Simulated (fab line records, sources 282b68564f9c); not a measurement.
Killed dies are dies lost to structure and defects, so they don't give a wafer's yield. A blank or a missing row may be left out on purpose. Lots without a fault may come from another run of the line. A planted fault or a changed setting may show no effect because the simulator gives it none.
Which tool did it? | flow rit_cmos | 7 lots, 21 wafers sampled, at 3 steps of a route of 202

WHAT THE GAUGES READ, wafer by wafer
RIT_M1_OVL_MEAS_10.
lot  | measured    | on         | M1_OVL (nm)
L764 | day 3 11:56 | overlay-02 | -0.7 -2.1 -3.1
L769 | day 4 13:43 | overlay-01 | 771.9 771.5 770.8
L772 | day 5 02:28 | overlay-01 | 1.6 0.0 0.1
L775 | day 5 19:58 | overlay-01 | 771.5 770.6 771.1
L777 | day 6 09:52 | overlay-02 | -0.2 -1.3 -1.7
L781 | day 7 03:25 | overlay-01 | -0.4 -1.3 0.6
L786 | day 8 04:38 | overlay-01 | 1.0 -0.8 -1.0

WHICH TOOL RAN EACH LOT (tool, then ch and the chambers of the sampled wafers, then the start)
lot  | RIT_SILICIDE_RTA_04             | RIT_M1_EXPOSE_06
L764 | rtp_anneal-02 ch 0, day 3 07:49 | iline_stepper-02 ch 0, day 3 11:16
L769 | rtp_anneal-01 ch 0, day 4 09:35 | iline_stepper-02 ch 0, day 4 13:11
L772 | rtp_anneal-02 ch 0, day 4 22:36 | iline_stepper-01 ch 0, day 5 01:56
L775 | rtp_anneal-01 ch 0, day 5 15:56 | iline_stepper-02 ch 0, day 5 19:25
L777 | rtp_anneal-01 ch 0, day 6 06:00 | iline_stepper-01 ch 0, day 6 09:19
L781 | rtp_anneal-01 ch 0, day 6 23:23 | iline_stepper-01 ch 0, day 7 02:53
L786 | rtp_anneal-02 ch 0, day 8 00:28 | iline_stepper-01 ch 0, day 8 04:05
- RIT_SILICIDE_RTA_04: time 10 s, ramp up 5 s, ramp down 5 s.
- RIT_M1_EXPOSE_06: exposes mask M12, target cd 2600 nm.

THE ANSWER, worked out from the rows above alone
Rule: what is usual is taken from the lots themselves. Put in order of their means at a reading, lots are off if they are a third of the lots or fewer, leave a main group of 4 or more, and stand apart from it by a gap of 3 or more times the standard deviation of the main group's means; of several such gaps the widest counts. A main group whose means are all the same, to the digits that the tables above print for the reading, isn't used. A lot without any number at a reading at which 4 lots or more have one is off too. The other lots that the step has rows for count as sound.
Off: L769, L775, at RIT_M1_OVL_MEAS_10 (M1_OVL). The main group: mean -0.6 nm, standard deviation 0.85.
A tool fits if, at a process step before that reading, it ran every lot that is off, and no sound lot after the first of them. The gauges at RIT_M1_OVL_MEAS_10 are tried like those tools. One fits: iline_stepper-02 at RIT_M1_EXPOSE_06. Its last sound lot is L764 (day 3 11:16), its first lot that is off L769 (day 4 13:11): a fault that began between those two fits.

WHAT THE SIMULATOR HAD PUT IN
Scanner matching overlay: iline_stepper-02, from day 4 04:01 on, at RIT_M1_EXPOSE_06. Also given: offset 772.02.
Lots struck among those shown: L769, L775. The rule above found the same.
